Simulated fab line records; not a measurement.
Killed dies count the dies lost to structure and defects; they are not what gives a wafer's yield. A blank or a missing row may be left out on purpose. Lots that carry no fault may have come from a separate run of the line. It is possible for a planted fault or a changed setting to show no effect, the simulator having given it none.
fab line records	flow ritCmos
record: lots: 15	wafers: 45	lastDay: 7
route steps=202 shown ACTIVE@2 NRETRO@62 CONTACT@176 M1@202
lots untouched by any fault: they come from a run of this same line in which no faults occurred
startH: hours from the record's first day to the start of the lot's first wafer shown	waitH: time in hours since the lot's previous step	" repeats the value in the row above	L1.1+2: one row covering several wafers at once	- no value present, or no start provided	* or withheld: withheld	< > ~ a bound
route shown NAME@n: NAME is a module with steps in the file, n the number in the route of the first one	usual: mean/standard deviation of fault-free wafers	same: alike in all rows	chamber/n: place in a boat	sites: the reading at each site	_std_site: how widely they spread, as a standard deviation	_edge_site: outer sites' mean less inner sites'	radiusMm: how far each site lies from the wafer's centre	mask NAME#n: copy n	behind: the tool/chamber that last shaped the wafer	hold: the reason the lot was held/the length of the hold in hours/how it ended	device: whichever transistor did not switch (one of n, p or np)	end of line: the same wafers' tests at the end of the route	for a step that has no rows: nothing shown but its recipe	killed: the dies lost at the first sort to structure and to defects; this is not the yield of the wafer	map: a wafer's dies, marking killed ones x, the rest . and places with no die _
set.NAME: the setting that was run; set.NAME@STEP: the one run at that earlier step	model.NAME: the simulator's own value behind a step, which no gauge read
steps of the route over a sample of lots; a table a step, a row a wafer
services: a tool's chamber out of use, with start hour (startH, from the record's first day; less than 0 if before it), hours out, and reason
== steps ==
step: RIT_ACTIVE_OXIDATION_01
recipe: tempC: 1000	ambient: O2	targetThkA: 468	oxTimeS: 3360
usual: spikeTcCentreC: 1001.8/0.98	spikeTcLoadC: 1029.9/1.3	spikeTcSourceC: 1022.9/1.4	tubeCenterTempC: 999.99/0.091	tube_center_temp_C_max: 1002.5/0.44	zonePowerSourcePct: 34.1/0.5
lot.wafer	tool	chamber	startH	waitH	spikeTcCentreC	spikeTcLoadC	spikeTcSourceC	tubeCenterTempC	tube_center_temp_C_max	zonePowerSourcePct
L462.1	furnace-04	0	13.01	3.0	1001.0	1028.4	1023.1	999.96	1002.2	34.8
L462.4	"	0	"	"	1001.6	1029.4	1024.0	1000.1	1002.5	34.1
L462.5	"	0	"	"	1002.6	1028.8	1023.0	1000.1	1003.3	33.9
L463.1	furnace-04	0	16.02	1.0	1000.4	1029.4	1023.6	1000.2	1002.5	35.0
L463.3	"	0	"	"	1002.6	1030.5	1023.2	1000.1	1002.8	34.8
L463.6	"	0	"	"	1002.4	1028.6	1024.3	999.96	1001.8	34.3
L464.3	furnace-04	0	20.51	0.4	1001.9	1031.0	1025.7	999.99	1002.6	34.2
L464.4	"	0	"	"	1001.0	1029.0	1022.6	1000	1002.7	34.7
L464.5	"	0	"	"	1002.7	1030.0	1024.5	999.94	1002.6	34.5
L465.2	furnace-02	0	25.54	0.5	1001.0	1029.9	1021.3	1000	1003.2	33.5
L465.5	"	0	"	"	999.5	1030.1	1020.4	1000	1003.1	33.7
L465.6	"	0	"	"	1000.5	1031.5	1022.8	1000.1	1003.2	33.3
L466.1	furnace-04	0	30.12	0.1	1002.3	1030.8	1024.0	1000.1	1003.0	33.8
L466.2	"	0	"	"	1002.3	1029.8	1023.9	999.94	1002.2	34.9
L466.3	"	0	"	"	1001.3	1029.0	1024.1	1000	1002.6	34.7
L467.1	furnace-04	0	35.92	0.9	1001.1	1028.7	1023.2	1000	1002.4	34.0
L467.3	"	0	"	"	1001.5	1027.4	1021.6	999.98	1002.5	34.2
L467.4	"	0	"	"	1001.9	1030.3	1024.2	1000.2	1002.4	34.6
L468.2	furnace-02	0	40.47	0.4	1002.2	1032.5	1021.7	999.98	1002.4	33.9
L468.3	"	0	"	"	1002.4	1031.1	1021.3	1000	1002.6	33.6
L468.6	"	0	"	"	1002.1	1032.1	1020.3	999.99	1001.9	33.8
L469.3	furnace-04	0	45.73	0.7	1000.8	1030.5	1024.2	999.96	1003.0	34.4
L469.5	"	0	"	"	1001.4	1028.7	1024.1	999.9	1002.9	34.6
L469.6	"	0	"	"	1002.3	1030.0	1024.8	999.92	1002.1	34.3
L470.1	furnace-04	0	51.53	1.5	1016.6	1044.0	1037.8	1014.8	1017.3	35.3
L470.2	"	0	"	"	1016.9	1044.8	1038.1	1014.9	1017.9	35.8
L470.3	"	0	"	"	1017.2	1044.5	1037.8	1015	1017.6	35.9
L471.4	furnace-04	0	57.32	2.2	1017.3	1044.6	1038.3	1015	1018.1	35.9
L471.5	"	0	"	"	1017.5	1045.4	1037.8	1015.1	1017.0	35.1
L471.6	"	0	"	"	1017.0	1044.8	1037.6	1014.9	1017.5	36.0
L472.2	furnace-04	0	60.58	0.5	1015.8	1044.2	1039.5	1015.1	1017.8	36.1
L472.3	"	0	"	"	1016.4	1044.7	1037.8	1015	1017.4	35.7
L472.4	"	0	"	"	1016.7	1043.7	1039.5	1015	1017.0	36.2
L477.1	furnace-02	0	85.69	0.7	1002.4	1031.1	1023.0	1000	1002.9	33.9
L477.4	"	0	"	"	1001.5	1030.1	1020.4	999.87	1002.6	33.4
L477.5	"	0	"	"	1000.7	1030.0	1020.5	999.84	1003.6	33.0
L478.1	furnace-02	0	90.12	0.1	1002.3	1030.8	1022.7	1000.1	1003.1	33.2
L478.3	"	0	"	"	1002.3	1031.9	1021.0	999.87	1002.2	34.1
L478.5	"	0	"	"	1003.9	1029.9	1021.1	999.95	1002.1	33.7
L484.1	furnace-04	0	120.81	0.8	1001.6	1030.8	1023.7	1000.1	1003.4	34.3
L484.2	"	0	"	"	1001.6	1029.7	1023.7	999.88	1002.3	33.6
L484.4	"	0	"	"	1001.8	1029.2	1022.8	999.97	1002.3	34.1
L485.4	furnace-02	0	125.12	0.0	1001.5	1031.4	1021.9	1000	1003.0	34.0
L485.5	"	0	"	"	1002.9	1030.2	1023.1	999.93	1003.0	33.4
L485.6	"	0	"	"	1002.7	1032.1	1022.4	1000	1003.2	33.8
step: RIT_ACTIVE_THK_MEAS_02
recipe: reads: SiO2_of_ACTIVE_OXIDATION_01
usual: ACTIVE_OXIDE_THK: 47.0/0.94
lot.wafer	tool	chamber	startH	waitH	ACTIVE_OXIDE_THK[nm]
L462.1	filmMetro-01	-	14.95	0.0	46.2
L462.4	"	-	"	"	45.9
L462.5	"	-	"	"	46.5
L463.1	filmMetro-04	-	17.96	0.0	46.0
L463.3	"	-	"	"	45.7
L463.6	"	-	"	"	45.4
L464.3	filmMetro-01	-	22.46	0.0	45.8
L464.4	"	-	"	"	46.3
L464.5	"	-	"	"	46.1
L465.2	filmMetro-02	-	27.49	0.0	48.8
L465.5	"	-	"	"	49.1
L465.6	"	-	"	"	48.6
L466.1	filmMetro-02	-	32.05	0.0	47.5
L466.2	"	-	"	"	47.3
L466.3	"	-	"	"	47.5
L467.1	filmMetro-01	-	37.85	0.0	46.5
L467.3	"	-	"	"	46.6
L467.4	"	-	"	"	46.7
L468.2	filmMetro-01	-	42.42	0.0	46.5
L468.3	"	-	"	"	46.6
L468.6	"	-	"	"	46.5
L469.3	filmMetro-01	-	47.68	0.0	47.5
L469.5	"	-	"	"	47.2
L469.6	"	-	"	"	47.4
L470.1	filmMetro-01	-	53.46	0.0	55.4
L470.2	"	-	"	"	54.6
L470.3	"	-	"	"	54.4
L471.4	filmMetro-02	-	59.29	0.0	54.6
L471.5	"	-	"	"	54.3
L471.6	"	-	"	"	54.4
L472.2	filmMetro-02	-	62.53	0.0	54.8
L472.3	"	-	"	"	55.4
L472.4	"	-	"	"	55.0
L477.1	filmMetro-02	-	87.62	0.0	46.2
L477.4	"	-	"	"	45.4
L477.5	"	-	"	"	44.4
L478.1	filmMetro-02	-	92.05	0.0	45.4
L478.3	"	-	"	"	46.3
L478.5	"	-	"	"	46.2
L484.1	filmMetro-02	-	122.74	0.0	46.8
L484.2	"	-	"	"	46.2
L484.4	"	-	"	"	47.0
L485.4	filmMetro-02	-	127.08	0.0	48.5
L485.5	"	-	"	"	47.4
L485.6	"	-	"	"	48.7
step: RIT_NRETRO_STRIP_09
recipe: chemistry: O2	timeS: 180	resist: NOVOLAK	platenTempC: withheld	powerW: 500	pressureMtorr: 4000	o2FlowSccm: 4000
usual: drypumpMotorCurrentA: 5.8/0.31
lot.wafer	tool	chamber	startH	waitH	drypumpMotorCurrentA	rfHoursCounterH
L463.1	plasmaAsher-04	1	36.58	0.1	5.5	21
L463.3	"	0	"	"	6.2	-
L463.6	"	1	"	"	5.5	-
L462.1	plasmaAsher-03	0	37.18	0.1	5.8	40
L462.4	"	0	"	"	5.8	-
L462.5	"	1	"	"	5.6	-
L464.3	plasmaAsher-03	1	42.09	0.1	5.7	-
L464.4	"	0	"	"	5.8	-
L464.5	"	1	"	"	5.7	-
L465.2	plasmaAsher-03	0	51.37	0.1	5.9	42
L465.5	"	0	"	"	5.9	-
L465.6	"	1	"	"	5.6	-
L466.1	plasmaAsher-04	0	52.87	0.1	6.2	23
L466.2	"	1	"	"	5.5	23
L466.3	"	1	"	"	5.5	-
L467.1	plasmaAsher-01	1	56.58	0.1	6.5	41
L467.3	"	1	"	"	6.5	-
L467.4	"	0	"	"	5.5	-
L468.2	plasmaAsher-03	1	65.71	0.1	5.6	43
L468.3	"	1	"	"	5.6	-
L468.6	"	1	"	"	5.6	-
L469.3	plasmaAsher-03	1	68.45	0.1	5.6	-
L469.5	"	0	"	"	5.8	-
L469.6	"	1	"	"	5.6	-
L470.1	plasmaAsher-03	0	73.69	0.1	5.9	44
L470.2	"	1	"	"	5.6	44
L470.3	"	1	"	"	5.6	-
L471.4	plasmaAsher-01	1	81.81	0.1	6.5	-
L471.5	"	1	"	"	6.5	-
L471.6	"	0	"	"	5.5	-
L472.2	plasmaAsher-03	0	81.99	0.1	5.8	45
L472.3	"	0	"	"	5.8	-
L472.4	"	1	"	"	5.6	-
L477.1	plasmaAsher-03	0	109.98	0.1	5.9	47
L477.4	"	0	"	"	5.9	-
L477.5	"	1	"	"	5.7	-
L478.1	plasmaAsher-04	1	114.87	0.1	5.5	32
L478.3	"	1	"	"	5.5	-
L478.5	"	0	"	"	6.2	-
L484.1	plasmaAsher-04	1	140.81	0.1	5.5	36
L484.2	"	0	"	"	6.2	36
L484.4	"	0	"	"	6.2	-
L485.4	plasmaAsher-03	0	145.69	0.1	5.9	-
L485.5	"	0	"	"	5.9	-
L485.6	"	1	"	"	5.6	-
step: RIT_NRETRO_TW_MEAS_10
usual: NRETRO_TW: 1047/9.5
lot.wafer	tool	chamber	startH	waitH	NRETRO_TW
L463.1	filmMetro-02	-	36.76	0.1	1039
L463.3	"	-	"	"	1038
L463.6	"	-	"	"	1036
L462.1	filmMetro-04	-	37.35	0.1	1047
L462.4	"	-	"	"	1051
L462.5	"	-	"	"	1051
L464.3	filmMetro-04	-	42.23	0.1	1056
L464.4	"	-	"	"	1048
L464.5	"	-	"	"	1054
L465.2	filmMetro-04	-	51.60	0.2	1061
L465.5	"	-	"	"	1059
L465.6	"	-	"	"	1059
L466.1	filmMetro-04	-	53.05	0.1	1058
L466.2	"	-	"	"	1055
L466.3	"	-	"	"	1061
L467.1	filmMetro-01	-	56.75	0.1	1039
L467.3	"	-	"	"	1041
L467.4	"	-	"	"	1039
L468.2	filmMetro-02	-	65.89	0.1	1035
L468.3	"	-	"	"	1024
L468.6	"	-	"	"	1025
L469.3	filmMetro-02	-	68.58	0.1	1032
L469.5	"	-	"	"	1034
L469.6	"	-	"	"	1037
L470.1	filmMetro-04	-	73.87	0.1	1055
L470.2	"	-	"	"	1055
L470.3	"	-	"	"	1063
L471.4	filmMetro-02	-	81.96	0.1	1040
L471.5	"	-	"	"	1039
L471.6	"	-	"	"	1041
L472.2	filmMetro-01	-	82.18	0.1	1051
L472.3	"	-	"	"	1051
L472.4	"	-	"	"	1054
L477.1	filmMetro-02	-	110.16	0.1	1046
L477.4	"	-	"	"	1042
L477.5	"	-	"	"	1046
L478.1	filmMetro-01	-	115.05	0.1	1044
L478.3	"	-	"	"	1041
L478.5	"	-	"	"	1046
L484.1	filmMetro-02	-	140.98	0.1	1041
L484.2	"	-	"	"	1043
L484.4	"	-	"	"	1045
L485.4	filmMetro-02	-	145.84	0.1	1039
L485.5	"	-	"	"	1042
L485.6	"	-	"	"	1052
step: RIT_CONTACT_CD_MEAS_08
recipe: targetCdNm: 1000
usual: cdNm: 1000.6/2.3
lot.wafer	tool	chamber	startH	waitH	cdNm
L462.1	cdSem-02	-	62.51	-	1002.7
L462.4	"	-	"	"	999.9
L462.5	"	-	"	"	1002.0
L463.1	cdSem-02	-	64.07	-	1005.5
L463.3	"	-	"	"	1005.8
L463.6	"	-	"	"	1005.0
L464.3	cdSem-02	-	68.74	-	998.9
L464.4	"	-	"	"	999.4
L464.5	"	-	"	"	1000.8
L465.2	cdSem-02	-	76.51	-	998.3
L465.5	"	-	"	"	995.5
L465.6	"	-	"	"	998.8
L466.1	cdSem-01	-	80.10	-	1001.9
L466.2	"	-	"	"	999.8
L466.3	"	-	"	"	1001.8
L467.1	cdSem-02	-	80.50	-	1002.8
L467.3	"	-	"	"	1001.7
L467.4	"	-	"	"	1000.5
L468.2	cdSem-01	-	93.06	-	998.2
L468.3	"	-	"	"	996.1
L468.6	"	-	"	"	998.0
L469.3	cdSem-01	-	95.80	-	1001.7
L469.5	"	-	"	"	1002.1
L469.6	"	-	"	"	1001.6
L470.1	cdSem-02	-	96.77	-	1002.2
L470.2	"	-	"	"	1004.1
L470.3	"	-	"	"	1001.2
L471.4	cdSem-02	-	107.67	-	997.6
L471.5	"	-	"	"	998.7
L471.6	"	-	"	"	998.1
L472.2	cdSem-01	-	108.08	-	1000.6
L472.3	"	-	"	"	1002.2
L472.4	"	-	"	"	1003.2
L477.1	cdSem-02	-	138.59	-	997.4
L477.4	"	-	"	"	996.8
L477.5	"	-	"	"	998.6
L478.1	cdSem-02	-	141.43	-	1000.8
L478.3	"	-	"	"	1002.5
L478.5	"	-	"	"	1004.9
L484.1	cdSem-01	-	165.35	-	1001.4
L484.2	"	-	"	"	1001.7
L484.4	"	-	"	"	1001.7
L485.4	cdSem-01	-	170.33	-	1001.4
L485.5	"	-	"	"	1002.9
L485.6	"	-	"	"	1002.1
step: RIT_M1_PROBE_99
usual: killed_at_M0_to_M3: 0.0/0.2	killedAtContacts: 0.0/0.2	killedAtFrontEnd: 6.8/2.9	killedDies: 6.8/2.9	killedOpen: 3.3/1.9	killedShort: 3.5/2
same: grossDies: 264	killed_at_M4_up: 0	killedAtBackSide: 0	killedAtOther: 0
lot.wafer	tool	chamber	startH	waitH	killed_at_M0_to_M3	killedAtContacts	killedAtFrontEnd	killedDies	killedOpen	killedShort
L465.2	prober-02	-	85.04	0.1	0	0	7	7	2	5
L465.5	prober-02	-	85.19	0.2	0	0	5	5	2	3
L465.6	prober-02	-	85.24	0.2	0	0	11	11	6	5
L468.2	prober-01	-	103.15	0.1	0	0	6	6	1	5
L468.3	prober-01	-	103.20	0.2	0	0	3	3	1	2
L468.6	prober-01	-	103.35	0.2	0	0	8	8	4	4
L469.3	prober-02	-	103.20	0.2	0	0	7	7	2	5
L469.5	prober-02	-	103.30	0.2	0	0	4	4	2	2
L469.6	prober-02	-	103.35	0.2	0	0	5	5	2	3
L470.1	prober-01	-	103.40	0.4	0	0	6	6	3	3
L470.2	prober-01	-	103.45	0.4	0	1	5	6	2	4
L470.3	prober-01	-	103.50	0.5	0	0	9	9	6	3
L472.2	prober-02	-	116.75	0.1	0	0	13	13	10	3
L472.3	prober-02	-	116.80	0.2	0	0	11	11	4	7
L472.4	prober-02	-	116.85	0.2	0	0	18	18	8	10
L477.1	prober-02	-	145.52	0.1	0	0	3	3	1	2
L477.4	prober-02	-	145.67	0.2	0	0	7	7	4	3
L477.5	prober-02	-	145.72	0.2	0	0	4	4	2	2
L485.4	prober-02	-	175.86	0.2	0	0	3	3	1	2
L485.5	prober-02	-	175.91	0.2	1	0	4	5	3	2
L485.6	prober-02	-	175.96	0.2	0	0	6	6	4	2
killed by level:class
L465.2 SPACER:geometricParticle:short=2 FOX1:geometricParticle:open=1 FOX2:geometricParticle:short=1 REOX:geometricParticle:short=1 SPACER:geometricParticle:open=1 SILICIDE:geometricParticle:short=1
L465.5 FOX2:geometricParticle:short=1 REOX:geometricParticle:open=1 REOX:geometricParticle:short=1 SPACER:geometricParticle:short=1 SILICIDE:geometricParticle:open=1
L465.6 SPACER:geometricParticle:open=5 GATE:geometricParticle:short=2 FOX1:geometricParticle:short=1 REOX:geometricParticle:open=1 REOX:geometricParticle:short=1 SPACER:geometricParticle:short=1
L468.2 GATE:geometricParticle:short=3 REOX:geometricParticle:short=2 SPACER:geometricParticle:open=1
L468.3 GATE:geometricParticle:short=2 FOX2:geometricParticle:open=1
L469.3 GATE:geometricParticle:short=2 GATE:geometricParticle:open=1 REOX:geometricParticle:short=1 SPACER:geometricParticle:short=1 SILICIDE:geometricParticle:short=1 SILICIDE:geometricParticle:open=1
L469.5 GATE:geometricParticle:open=2 GATE:geometricParticle:short=1 REOX:geometricParticle:short=1
L468.6 GATE:geometricParticle:open=3 REOX:geometricParticle:short=2 GATE:geometricParticle:short=1 REOX:geometricParticle:open=1 SPACER:geometricParticle:short=1
L469.6 GATE:geometricParticle:open=2 FOX2:geometricParticle:short=1 GATE:geometricParticle:short=1 REOX:geometricParticle:short=1
L470.1 FOX1:geometricParticle:short=3 FOX1:geometricParticle:open=1 FOX2:geometricParticle:open=1 SILICIDE:geometricParticle:open=1
L470.2 FOX2:geometricParticle:short=2 GATE:geometricParticle:open=2 GATE:geometricParticle:short=1 CONTACT:geometricParticle:short=1
L470.3 GATE:geometricParticle:open=2 REOX:geometricParticle:open=2 SPACER:geometricParticle:open=2 FOX2:geometricParticle:short=1 GATE:geometricParticle:short=1 SPACER:geometricParticle:short=1
L472.2 FOX2:geometricParticle:open=3 GATE:geometricParticle:open=3 GATE:geometricParticle:short=2 REOX:geometricParticle:open=2 FOX1:geometricParticle:open=1 REOX:geometricParticle:short=1 SILICIDE:geometricParticle:open=1
L472.3 GATE:geometricParticle:short=5 GATE:geometricParticle:open=2 FOX2:geometricParticle:open=1 REOX:geometricParticle:short=1 REOX:geometricParticle:open=1 SPACER:geometricParticle:short=1
L472.4 GATE:geometricParticle:short=4 GATE:geometricParticle:open=3 FOX2:geometricParticle:open=2 FOX2:geometricParticle:short=2 REOX:geometricParticle:open=2 SILICIDE:geometricParticle:short=2 FOX1:geometricParticle:open=1 REOX:geometricParticle:short=1
L477.1 GATE:geometricParticle:short=2 FOX1:geometricParticle:open=1
L477.4 FOX1:geometricParticle:open=2 SILICIDE:geometricParticle:open=2 FOX1:geometricParticle:short=1 REOX:geometricParticle:short=1 SILICIDE:geometricParticle:short=1
L477.5 GATE:geometricParticle:short=1 REOX:geometricParticle:open=1 SPACER:geometricParticle:short=1 SPACER:geometricParticle:open=1
L485.4 FOX1:geometricParticle:short=1 GATE:geometricParticle:short=1 SILICIDE:geometricParticle:open=1
L485.5 GATE:geometricParticle:short=1 GATE:geometricParticle:open=1 SILICIDE:geometricParticle:short=1 SILICIDE:geometricParticle:open=1 M1:geometricParticle:open=1
L485.6 REOX:geometricParticle:open=2 FOX1:geometricParticle:open=1 FOX1:geometricParticle:short=1 GATE:geometricParticle:short=1 SILICIDE:geometricParticle:open=1
== services ==
tool	chamber	startH	hours	kind
furnace-02	-	-10.00	3.3	pm
plasmaAsher-01	-	15.29	2.2	repair
plasmaAsher-04	-	22.17	2.4	repair
furnace-02	-	72.14	3.2	pm
plasmaAsher-03	-	91.42	15.0	pm
plasmaAsher-01	-	106.39	14.1	pm
furnace-04	-	114.10	3.2	pm
plasmaAsher-01	-	120.52	9.0	pm
plasmaAsher-01	0	120.52	9.0	ventCycle
plasmaAsher-01	1	120.52	9.0	ventCycle
plasmaAsher-01	0	129.52	-	clean
plasmaAsher-01	1	129.52	-	clean
== key ==
firstSign: step: RIT_ACTIVE_OXIDATION_01	reading: tubeCenterTempC	direction: up	sigmas: 99+	usual: *	struck: *
effect: step: RIT_ACTIVE_OXIDATION_01	reading: tube_center_temp_C_max	direction: up	sigmas: 34	usual: *	struck: *
effect: step: RIT_ACTIVE_THK_MEAS_02	reading: ACTIVE_OXIDE_THK	direction: up	sigmas: 8.2	usual: 47.0	struck: 54.7
metAt RIT_ACTIVE_OXIDATION_01
struckLots L470,L471,L472
testerLeftOut L470,L471,L472
notActingAt RIT_NRETRO_STRIP_09,RIT_NRETRO_TW_MEAS_10,RIT_CONTACT_CD_MEAS_08
onsetBetween 45.73 51.53
fault: kind: processParameterDrift	tool: furnace-04	chamber: -	onsetH: 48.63	steps: RIT_ACTIVE_OXIDATION_01	channel: tempC	offset: *	shape: step	endH: 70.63	actsIn: *	stated: *
testerLeftOut: of these lots the tester's yield and bins aren't shown, on N5 and GAA mostly nor the transistor test; their killed dies are dies lost to structure and defects alone, not to doping, threshold or leakage, so they don't give the yield
